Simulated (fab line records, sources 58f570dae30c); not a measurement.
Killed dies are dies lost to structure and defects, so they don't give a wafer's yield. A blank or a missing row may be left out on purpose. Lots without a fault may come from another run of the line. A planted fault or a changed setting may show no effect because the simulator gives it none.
Chamber matching | flow berkeley_cmos170 | UCB170_V2_CMP_02 on cmp-01: 3 sister chambers
The step polishes SiO2. 6 wafers are shown with their chamber, then 4 later ones without.

WAFERS WITH THEIR CHAMBER
wafer  | chamber | motor_current_A (A) | edge_zone_pressure_frac
L130.1 | 3       | 13.1                | 1.001
L140.1 | 1       | 13.8                | 0.993
L140.5 | 1       | 14.2                | 0.995
L140.6 | 2       | 13.5                | 1.009
L142.2 | 2       | 13.8                | 0.999
L142.3 | 3       | 13.0                | 1.004

WAFERS WITHOUT THEIR CHAMBER
wafer  | motor_current_A (A) | edge_zone_pressure_frac
L147.3 | 13.7                | 1.002
L147.5 | 13.4                | 1.010
L145.5 | 14.1                | 0.997
L145.6 | 13.6                | 0.994

WHICH CHAMBER EACH WENT THROUGH
wafer  | from the rows above          | in truth
L147.3 | can't be placed: 2 or 1      | 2
L147.5 | can't be placed: 2 or 3      | 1
L145.5 | can't be placed: 1 or 2      | 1
L145.6 | can't be placed: 1 or 2 or 3 | 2
Placed correctly: 0 of 4. Can't be placed from these rows: 4 (the true chamber is among the candidates in 3). Placed wrongly: 0.
How it was worked out, from the rows above alone: a wafer's distance from a chamber is the root of the sum, over the readings, of the square of ((its reading less the chamber's mean) divided by the reading's scatter). The wafer belongs to the nearest chamber; if the next one is less than 2 further off, it can't be placed. A chamber's mean is the mean of its shown wafers. The scatter: the root of (the sum of the squares of (reading less its chamber's mean) over the shown wafers, divided by (wafers less chambers)).
